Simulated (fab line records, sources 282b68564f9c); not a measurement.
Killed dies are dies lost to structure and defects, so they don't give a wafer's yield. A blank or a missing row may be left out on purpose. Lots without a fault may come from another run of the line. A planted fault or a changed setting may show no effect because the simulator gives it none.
A struck lot beside a sound one | flow rit_cmos | 15 steps out of a route of 202
Sound: wafers L326.3, L326.4, L326.6. Struck: wafers L319.2, L319.3, L319.4. The cause comes at the end.
At each step with rows: each side's tool, then ch and its chambers, then its first start. Under that, the readings that differ: sound wafers | struck wafers | difference of the means | sigmas: that difference in standard deviations of wafers without a fault.
alike: readings whose means differ by less than 2 such deviations, and words and numbers that are the same on both sides. not compared: withheld readings, readings that some wafer has no value for, bounds like >300 that may hide the same value, and numbers for which the record gives no deviation and whose values overlap.
The two part at a step that has a row with sigmas, a row that says differs or no value, or rows on one side only. Numbers that don't overlap but have no deviation are shown without sigmas and don't part them. A reading that every wafer of one side lacks parts them only if that side has two wafers or more.

first, 4 steps without rows for these wafers: RIT_PSD_SOFTBAKE_02 (time 60 s); RIT_PSD_EXPOSE_03 (exposes mask M10, target cd 40900 nm); RIT_PSD_PEB_04; RIT_PSD_DEVELOP_05 (develop time 50 s).
RIT_PSD_OVL_MEAS_06:
  sound on overlay-01, day 6 04:21; struck on overlay-02, day 4 17:00
  reading      | sound       | struck         | difference | sigmas
  PSD_OVL (nm) | 0.2 0.6 1.0 | -2.3 -0.9 -3.1 | -2.7       | -2
then, 2 steps without rows for these wafers: RIT_PSD_HARDBAKE_07 (time 60 s); RIT_PSD_IMPLANT_08.
RIT_PSD_STRIP_09: strips in O2, time 180 s.
  sound on plasma_asher-03 ch 0,1, day 6 04:44; struck on plasma_asher-03 ch 0,1, day 4 17:20
  alike: drypump_motor_current_A
  not compared: rf_hours_counter_h
RIT_PSD_TW_MEAS_10:
  sound on film_metro-01, day 6 04:52; struck on film_metro-01, day 4 17:31
  alike: PSD_TW
then, 3 steps without rows for these wafers: RIT_SDANNEAL_CLEAN_00 (cleans in SC1, time 600 s); RIT_SDANNEAL_CLEAN_01 (cleans in dHF, time 30 s); RIT_SDANNEAL_CLEAN_02 (cleans in SC2, time 600 s).
RIT_SDANNEAL_RTA_03: time 5 s.
  sound on rtp_anneal-01 ch 0, day 6 05:20; struck on rtp_anneal-02 ch 0, day 4 17:56
  reading           | sound                | struck            | difference | sigmas
  ramp_down_c_per_s | 170.97 171.06 170.99 | 34.26 34.22 34.14 | -136.80    | -99 or more
  alike: wafer_temp_C_max
RIT_SDANNEAL_RS_MEAS_04: measures by four-point-probe.
  sound on film_metro-04, day 6 05:27; struck on film_metro-03, day 4 18:01
  alike: PSD_RS
RIT_M1_PROBE_99:
  sound on prober-01, day 6 13:26; struck on prober-01, day 5 01:35
  reading                                    | sound                | struck               | difference | sigmas
  model.etest.pmos_turned.drive_ua_um        | 211 205.4 210.3      | 222.4 224.6 215.1    | +11.8      |
  model.etest.pmos_0p15.drive_ua_um          | 274.9 269.9 277.1    | 291.7 288.3 279.2    | +12.4      |
  model.etest.contact_nplus.end_ohm_um       | 41.32 42.56 41.07    | 44.94 45.17 44.68    | +3.28      |
  model.etest.retro_edge_pmos.off_log10_a_um | -10.1 -9.993 -9.808  | -8.965 -9.357 -9.449 | +0.710     |
  model.etest.pmos_0p15.off_log10_a_um       | -10.14 -10.08 -9.966 | -9.203 -9.491 -9.668 | +0.608     |
  model.etest.ring.quiet_log10_a (angstrom)  | -7.431 -7.494 -7.322 | -6.783 -7.051 -7.204 | +0.403     |
  alike: killed_at_contacts, killed_at_front_end, killed_dies, killed_open, killed_short
  not compared: model.etest.pmos_turned.r_on_ohm_um, model.etest.pmos_0p15.r_on_ohm_um

WHERE THEY PART
First at RIT_PSD_OVL_MEAS_06; last, within this record, at RIT_SDANNEAL_RTA_03. Later steps at which nothing parts them and some readings are alike: RIT_SDANNEAL_RS_MEAS_04, RIT_M1_PROBE_99.

WHY: what the simulator had put in
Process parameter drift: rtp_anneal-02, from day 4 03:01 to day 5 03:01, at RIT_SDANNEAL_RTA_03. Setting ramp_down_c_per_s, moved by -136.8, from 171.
